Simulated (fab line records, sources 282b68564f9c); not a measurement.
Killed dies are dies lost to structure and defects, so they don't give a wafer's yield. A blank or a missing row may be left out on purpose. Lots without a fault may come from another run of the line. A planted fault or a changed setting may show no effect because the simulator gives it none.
fab line records | flow rit_cmos
record lots=6 wafers=18 last_day=7
route steps=202 shown PSD@144 SDANNEAL@153 NSD@158 PLDD@159 NLDD@160 M1@202
lots that met no fault: from a run of the same line without faults
start_h: hours from the record's first day to the start of the lot's first wafer shown | wait_h: hours since the lot's step before | " the same as in the row above | L1.1+2: a row that stands for several wafers | - no value, or no start given | * or withheld: withheld | < > ~ a bound
route shown NAME@n: a module of which the file shows steps, and the number in the route of the first | usual: mean/standard deviation of fault-free wafers | same: alike in all rows | chamber/n: place in a boat | sites: the reading at each site | _std_site: their standard deviation | _edge_site: outer sites' mean less inner sites' | radius_mm: how far each site lies from the wafer's centre | mask NAME#n: copy n | behind: the tool/chamber that last shaped the wafer | hold: why the lot was held/for how many hours/how that ended | device: the transistor (n, p or np) that didn't switch | end of line: the same wafers' tests at the end of the route | a step without rows: its recipe alone | killed: dies lost to structure and defects at the first sort, not the wafer's yield | map: a wafer's dies, x killed, . not, _ none there
set.NAME: the setting as run; set.NAME@STEP: as run at that earlier step | model.NAME: the simulator's own value behind a step, which no gauge read
lots at some steps of the route; a table a step, a row a wafer
services: from which hour (start_h, from the record's first day; less than 0 if before it) a tool's chamber was out of use, for how many hours, and why
## steps
# step RIT_PSD_SOFTBAKE_02
# recipe resist=NOVOLAK temp_c=90 time_s=60
# step RIT_PSD_EXPOSE_03
# recipe mask_id=M10 na=0.57 target_cd_nm=40900 dose_mj=250
# step RIT_PSD_PEB_04
# recipe resist=NOVOLAK temp_c=withheld time_s=withheld
# step RIT_PSD_DEVELOP_05
# recipe resist=NOVOLAK develop_time_s=50 dev_temp_c=23
# step RIT_PSD_OVL_MEAS_06
# usual PSD_OVL=-0.3/1.3
# columns lot.wafer tool chamber start_h wait_h PSD_OVL[nm]
L529.3 overlay-01 - 84.85 - -0.7
L529.5 " - " " -0.8
L529.6 " - " " 0.9
L531.3 overlay-01 - 93.12 - 2.1
L531.4 " - " " 0.1
L531.6 " - " " 1.4
L539.1 overlay-01 - 134.42 - -0.2
L539.2 " - " " -1.4
L539.5 " - " " -1.3
L541.1 overlay-02 - 144.45 - -2.1
L541.4 " - " " -0.5
L541.6 " - " " -3.5
L544.1 overlay-01 - 157.81 - -0.2
L544.3 " - " " 0.1
L544.4 " - " " 0.9
L545.1 overlay-01 - 163.82 - -1.2
L545.3 " - " " -0.8
L545.5 " - " " -0.7
# step RIT_PSD_HARDBAKE_07
# recipe resist=NOVOLAK temp_c=140 time_s=60
# step RIT_PSD_IMPLANT_08
# recipe species=BF2 energy_kev=27 dose_cm2=5e+15 tilt_deg=7
# step RIT_PSD_STRIP_09
# recipe chemistry=O2 time_s=180 resist=NOVOLAK platen_temp_c=withheld power_w=500 pressure_mtorr=4000 o2_flow_sccm=4000
# usual drypump_motor_current_A=5.6/0.47
# columns lot.wafer tool chamber start_h wait_h drypump_motor_current_A rf_hours_counter_h
L529.3 plasma_asher-04 0 85.24 0.1 6.0 -
L529.5 " 1 " " 5.4 -
L529.6 " 0 " " 6.0 -
L531.3 plasma_asher-04 1 93.50 0.1 5.4 -
L531.4 " 0 " " 6.1 -
L531.6 " 1 " " 5.4 -
L539.1 plasma_asher-03 0 134.75 0.1 5.0 46
L539.2 " 1 " " 6.1 46
L539.5 " 0 " " 5.0 -
L541.1 plasma_asher-03 0 144.79 0.1 5.0 47
L541.4 " 0 " " 5.0 -
L541.6 " 1 " " 6.1 -
L544.1 plasma_asher-03 1 158.15 0.1 6.1 49
L544.3 " 1 " " 6.1 -
L544.4 " 0 " " 5.0 -
L545.1 plasma_asher-03 1 164.16 0.1 6.1 50
L545.3 " 1 " " 6.1 -
L545.5 " 0 " " 5.0 -
# step RIT_PSD_TW_MEAS_10
# usual PSD_TW=3427/23
# columns lot.wafer tool chamber start_h wait_h PSD_TW
L529.3 film_metro-01 - 85.37 0.1 3422
L529.5 " - " " 3445
L529.6 " - " " 3438
L531.3 film_metro-02 - 93.64 0.1 3417
L531.4 " - " " 3419
L531.6 " - " " 3407
L539.1 film_metro-01 - 134.93 0.1 3446
L539.2 " - " " 3437
L539.5 " - " " 3435
L541.1 film_metro-01 - 144.96 0.1 3474
L541.4 " - " " 3467
L541.6 " - " " 3451
L544.1 film_metro-03 - 158.33 0.1 3460
L544.3 " - " " 3446
L544.4 " - " " 3443
L545.1 film_metro-02 - 164.34 0.1 3393
L545.3 " - " " 3408
L545.5 " - " " 3409
# step RIT_SDANNEAL_CLEAN_00
# recipe chemistry=SC1 mix=3:3:50 time_s=600 temp_c=75
# step RIT_SDANNEAL_CLEAN_01
# recipe chemistry=dHF dilution=50:1 time_s=30
# step RIT_SDANNEAL_CLEAN_02
# recipe chemistry=SC2 mix=3:3:50 time_s=600 temp_c=75 dry=n2_spin
# step RIT_SDANNEAL_RTA_03
# recipe temp_c=1050 time_s=5 idle_temp_c=600 ramp_up_c_per_s=342 ramp_down_c_per_s=171 cool_to_c=600 ambient=N2
# usual wafer_temp_C_max=1053.6/1.2
# columns lot.wafer tool chamber start_h wait_h wafer_temp_C_max
L529.3 rtp_anneal-02 0 85.80 0.0 1014.1
L529.5 " 0 " " 1012.8
L529.6 " 0 " " 1012.5
L531.3 rtp_anneal-02 0 94.10 0.0 1011.9
L531.4 " 0 " " 1011.6
L531.6 " 0 " " 1014.4
L539.1 rtp_anneal-01 0 135.39 0.0 1053.6
L539.2 " 0 " " 1052.6
L539.5 " 0 " " 1053.4
L541.1 rtp_anneal-01 0 145.39 0.0 1053.2
L541.4 " 0 " " 1054.4
L541.6 " 0 " " 1053.9
L544.1 rtp_anneal-02 0 158.75 0.0 1053.8
L544.3 " 0 " " 1053.3
L544.4 " 0 " " 1054.7
L545.1 rtp_anneal-01 0 164.76 0.0 1052.7
L545.3 " 0 " " 1054.7
L545.5 " 0 " " 1053.2
# step RIT_SDANNEAL_RS_MEAS_04
# recipe thk_meas_gauge=four-point-probe
# usual PSD_RS=115.9/0.36
# columns lot.wafer tool chamber start_h wait_h PSD_RS[ohm/sq]
L529.3 film_metro-03 - 85.88 0.1 145.2
L529.5 " - " " 145.2
L529.6 " - " " 145.0
L531.3 film_metro-02 - 94.18 0.1 144.2
L531.4 " - " " 144.3
L531.6 " - " " 144.0
L539.1 film_metro-01 - 135.44 0.0 116.5
L539.2 " - " " 116.8
L539.5 " - " " 116.1
L541.1 film_metro-02 - 145.45 0.0 115.8
L541.4 " - " " 116.2
L541.6 " - " " 116.0
L544.1 film_metro-03 - 158.81 0.0 116.1
L544.3 " - " " 116.3
L544.4 " - " " 115.9
L545.1 film_metro-02 - 164.82 0.0 115.7
L545.3 " - " " 115.6
L545.5 " - " " 115.6
# step RIT_SDANNEAL_RS_MEAS_05
# recipe thk_meas_gauge=four-point-probe
# usual NSD_RS=84.6/0.35
# columns lot.wafer tool chamber start_h wait_h NSD_RS[ohm/sq]
L529.3 film_metro-03 - 86.00 0.1 86.1
L529.5 " - " " 86.4
L529.6 " - " " 86.5
L531.3 film_metro-02 - 94.30 0.1 86.1
L531.4 " - " " 85.9
L531.6 " - " " 85.9
L539.1 film_metro-01 - 135.56 0.1 84.8
L539.2 " - " " 84.7
L539.5 " - " " 84.5
L541.1 film_metro-02 - 145.57 0.1 84.3
L541.4 " - " " 84.9
L541.6 " - " " 84.5
L544.1 film_metro-03 - 158.93 0.1 84.8
L544.3 " - " " 84.5
L544.4 " - " " 84.8
L545.1 film_metro-02 - 164.94 0.1 84.1
L545.3 " - " " 84.2
L545.5 " - " " 83.9
# step RIT_SDANNEAL_RS_MEAS_06
# recipe thk_meas_gauge=four-point-probe
# usual PLDD_RS=178.7/0.57
# columns lot.wafer tool chamber start_h wait_h PLDD_RS[ohm/sq]
L529.3 film_metro-03 - 86.12 0.1 216.5
L529.5 " - " " 215.6
L529.6 " - " " 215.5
L531.3 film_metro-02 - 94.42 0.1 214.2
L531.4 " - " " 214.9
L531.6 " - " " 214.4
L539.1 film_metro-01 - 135.68 0.1 179.0
L539.2 " - " " 179.4
L539.5 " - " " 179.1
L541.1 film_metro-02 - 145.69 0.1 178.7
L541.4 " - " " 178.7
L541.6 " - " " 178.3
L544.1 film_metro-03 - 159.05 0.1 178.9
L544.3 " - " " 178.8
L544.4 " - " " 178.8
L545.1 film_metro-02 - 165.06 0.1 178.0
L545.3 " - " " 177.3
L545.5 " - " " 177.9
# step RIT_SDANNEAL_RS_MEAS_07
# recipe thk_meas_gauge=four-point-probe
# usual NLDD_RS=150.3/0.55
# columns lot.wafer tool chamber start_h wait_h NLDD_RS[ohm/sq]
L529.3 film_metro-03 - 86.24 0.1 151.6
L529.5 " - " " 151.5
L529.6 " - " " 151.3
L531.3 film_metro-02 - 94.54 0.1 151.3
L531.4 " - " " 150.9
L531.6 " - " " 151.5
L539.1 film_metro-01 - 135.80 0.1 149.9
L539.2 " - " " 149.6
L539.5 " - " " 149.6
L541.1 film_metro-02 - 145.81 0.1 149.4
L541.4 " - " " 150.1
L541.6 " - " " 149.1
L544.1 film_metro-03 - 159.17 0.1 150.3
L544.3 " - " " 150.0
L544.4 " - " " 150.4
L545.1 film_metro-02 - 165.18 0.1 149.2
L545.3 " - " " 150.3
L545.5 " - " " 149.7
# step RIT_M1_PROBE_99
# usual killed_at_contacts=0.1/0.36 killed_at_front_end=7.2/2.9 killed_dies=7.4/2.9 killed_open=3.8/2 killed_short=3.5/2
# same gross_dies=264 killed_at_M0_to_M3=0 killed_at_M4_up=0 killed_at_back_side=0 killed_at_other=0
# columns lot.wafer tool chamber start_h wait_h killed_at_contacts killed_at_front_end killed_dies killed_open killed_short model.etest.pmos_turned.r_on_ohm_um model.etest.pmos_0p3.r_on_ohm_um model.etest.pmos_0p15.r_on_ohm_um model.etest.pldd.rs_ohm_sq model.etest.nmos_0p3.r_on_ohm_um model.etest.pmos_turned.drive_ua_um model.etest.pmos_0p15.drive_ua_um model.etest.nmos_turned.drive_ua_um
L529.3 prober-01 - 94.23 0.2 1 7 8 3 5 4149 6908 3182 531.1 2165 145 218 323.9
L529.5 prober-01 - 94.33 0.2 0 7 7 7 0 4167 6872 3204 549 2164 143 218.6 325.3
L529.6 prober-01 - 94.38 0.2 0 5 5 3 2 4177 6842 3210 537.6 2187 141.9 216.5 320
L531.3 prober-01 - 102.04 0.2 0 5 5 2 3 4195 7011 3215 550.8 2207 143 218.7 320.8
L531.4 prober-01 - 102.09 0.2 0 8 8 6 2 4136 7032 3193 544.8 2202 143.8 219.4 322.9
L531.6 prober-01 - 102.19 0.2 0 7 7 5 2 4372 7102 3330 558.5 2235 136.2 210.4 303.7
L539.1 prober-02 - 143.11 0.1 0 9 9 5 4 3172 6031 2577 440.6 2110 213.4 279.4 361.2
L539.2 prober-02 - 143.16 0.1 0 6 6 2 4 3136 6017 2550 437 2096 215.8 283.5 365.2
L539.5 prober-02 - 143.31 0.2 0 8 8 3 5 3088 5927 2499 439.1 2075 221.7 289.7 372.2
L541.1 prober-02 - 153.02 0.1 0 6 6 3 3 3639 6308 2878 557.5 2135 177.7 244 320.3
L541.4 prober-02 - 153.17 0.2 0 11 11 4 7 3697 6469 2939 576.4 2177 170.8 238.4 312.4
L541.6 prober-02 - 153.27 0.2 0 10 10 6 4 3643 6368 2952 546 2183 177.9 238.2 321.9
L544.1 prober-01 - 166.26 0.1 1 5 6 4 2 3216 6122 2630 452.8 2146 204.8 272.9 332.7
L544.3 prober-01 - 166.36 0.2 0 7 7 1 6 3235 6127 2636 459.4 2127 204 269 331.6
L544.4 prober-01 - 166.41 0.2 0 7 7 4 3 3230 6110 2598 449.5 2098 206.9 270.8 335.7
L545.1 prober-02 - 172.25 0.1 0 12 12 6 6 3272 6154 2640 479.4 2144 200.7 264.6 332.4
L545.3 prober-02 - 172.35 0.2 0 7 7 2 5 3266 6138 2653 486.3 2126 202.4 265.9 326.6
L545.5 prober-02 - 172.45 0.2 0 8 8 4 4 3317 6187 2697 480.9 2144 201.1 262.9 332.9
# killed by level:class
L529.3 SPACER:geometric_particle:short=2 ACTIVE:geometric_particle:short=1 GATE:geometric_particle:short=1 REOX:geometric_particle:open=1 REOX:geometric_particle:short=1 SPACER:geometric_particle:open=1 CONTACT:geometric_particle:open=1
L529.5 GATE:geometric_particle:open=4 REOX:geometric_particle:open=2 FOX1:geometric_particle:open=1
L529.6 GATE:geometric_particle:short=2 SPACER:geometric_particle:open=2 GATE:geometric_particle:open=1
L531.3 REOX:geometric_particle:short=2 FOX1:geometric_particle:open=1 GATE:geometric_particle:short=1 REOX:geometric_particle:open=1
L531.4 GATE:geometric_particle:open=4 FOX1:geometric_particle:open=2 GATE:geometric_particle:short=1 REOX:geometric_particle:short=1
L531.6 GATE:geometric_particle:open=2 GATE:geometric_particle:short=1 REOX:geometric_particle:short=1 REOX:geometric_particle:open=1 SPACER:geometric_particle:open=1 SILICIDE:geometric_particle:open=1
L539.1 GATE:geometric_particle:open=3 GATE:geometric_particle:short=2 REOX:geometric_particle:short=2 REOX:geometric_particle:open=1 SILICIDE:geometric_particle:open=1
L539.2 SILICIDE:geometric_particle:short=2 FOX1:geometric_particle:open=1 FOX2:geometric_particle:short=1 REOX:geometric_particle:short=1 REOX:geometric_particle:open=1
L539.5 GATE:geometric_particle:short=2 SPACER:geometric_particle:open=2 SPACER:geometric_particle:short=2 FOX2:geometric_particle:short=1 GATE:geometric_particle:open=1
L541.1 GATE:geometric_particle:open=2 SILICIDE:geometric_particle:short=2 SPACER:geometric_particle:short=1 SILICIDE:geometric_particle:open=1
L541.4 FOX1:geometric_particle:short=2 GATE:geometric_particle:short=2 SPACER:geometric_particle:open=2 FOX2:geometric_particle:short=1 GATE:geometric_particle:open=1 SPACER:geometric_particle:short=1 SILICIDE:geometric_particle:short=1 SILICIDE:geometric_particle:open=1
L541.6 GATE:geometric_particle:open=2 SILICIDE:geometric_particle:short=2 SILICIDE:geometric_particle:open=2 FOX2:geometric_particle:short=1 REOX:geometric_particle:short=1 REOX:geometric_particle:open=1 SPACER:geometric_particle:open=1
L544.1 GATE:geometric_particle:open=2 FOX1:geometric_particle:short=1 GATE:geometric_particle:short=1 SILICIDE:geometric_particle:open=1 CONTACT:geometric_particle:open=1
L544.3 GATE:geometric_particle:short=3 FOX1:geometric_particle:short=1 FOX2:geometric_particle:short=1 FOX2:geometric_particle:open=1 SILICIDE:geometric_particle:short=1
L544.4 GATE:geometric_particle:open=2 FOX1:geometric_particle:short=1 FOX2:geometric_particle:open=1 GATE:geometric_particle:short=1 SILICIDE:geometric_particle:open=1 SILICIDE:geometric_particle:short=1
L545.1 FOX1:geometric_particle:open=4 FOX1:geometric_particle:short=2 GATE:geometric_particle:short=2 FOX2:geometric_particle:short=1 GATE:geometric_particle:open=1 SILICIDE:geometric_particle:short=1 SILICIDE:geometric_particle:open=1
L545.3 FOX1:geometric_particle:short=2 REOX:geometric_particle:short=2 FOX1:geometric_particle:open=1 GATE:geometric_particle:short=1 GATE:geometric_particle:open=1
L545.5 GATE:geometric_particle:open=2 GATE:geometric_particle:short=2 SILICIDE:geometric_particle:short=2 FOX2:geometric_particle:open=1 SILICIDE:geometric_particle:open=1
## services
# columns tool chamber start_h hours kind
plasma_asher-03 - 62.75 3.1 repair
plasma_asher-03 - 66.82 15.6 pm
plasma_asher-04 - 108.75 1.5 repair
rtp_anneal-02 - 133.09 5.1 pm
## key
first_sign step=RIT_SDANNEAL_RTA_03 reading=wafer_temp_C_max direction=down sigmas=33 usual=* struck=*
effect step=RIT_SDANNEAL_RS_MEAS_04 reading=PSD_RS direction=up sigmas=79 usual=115.9 struck=144.6
effect step=RIT_SDANNEAL_RS_MEAS_05 reading=NSD_RS direction=up sigmas=4.5 usual=84.6 struck=86.1
effect step=RIT_SDANNEAL_RS_MEAS_06 reading=PLDD_RS direction=up sigmas=64 usual=178.7 struck=215.2
effect step=RIT_SDANNEAL_RS_MEAS_07 reading=NLDD_RS direction=up sigmas=1.9 usual=150.3 struck=151.4
model_effect step=RIT_M1_PROBE_99 value=etest.pmos_turned.r_on_ohm_um without=3226 struck=4199
met_at RIT_SDANNEAL_RTA_03
struck_wafers L529.3,L529.5,L529.6,L531.3,L531.4,L531.6
tester_left_out L529,L531
fault kind=process_parameter_drift tool=rtp_anneal-02 chamber=- onset_h=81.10 steps=RIT_SDANNEAL_RTA_03 channel=temp_c offset=* shape=step end_h=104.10 acts_in=* stated=*
# tester_left_out: of these lots the tester's yield and bins aren't shown, on N5 and GAA mostly nor the transistor test; their killed dies are dies lost to structure and defects alone, not to doping, threshold or leakage, so they don't give the yield
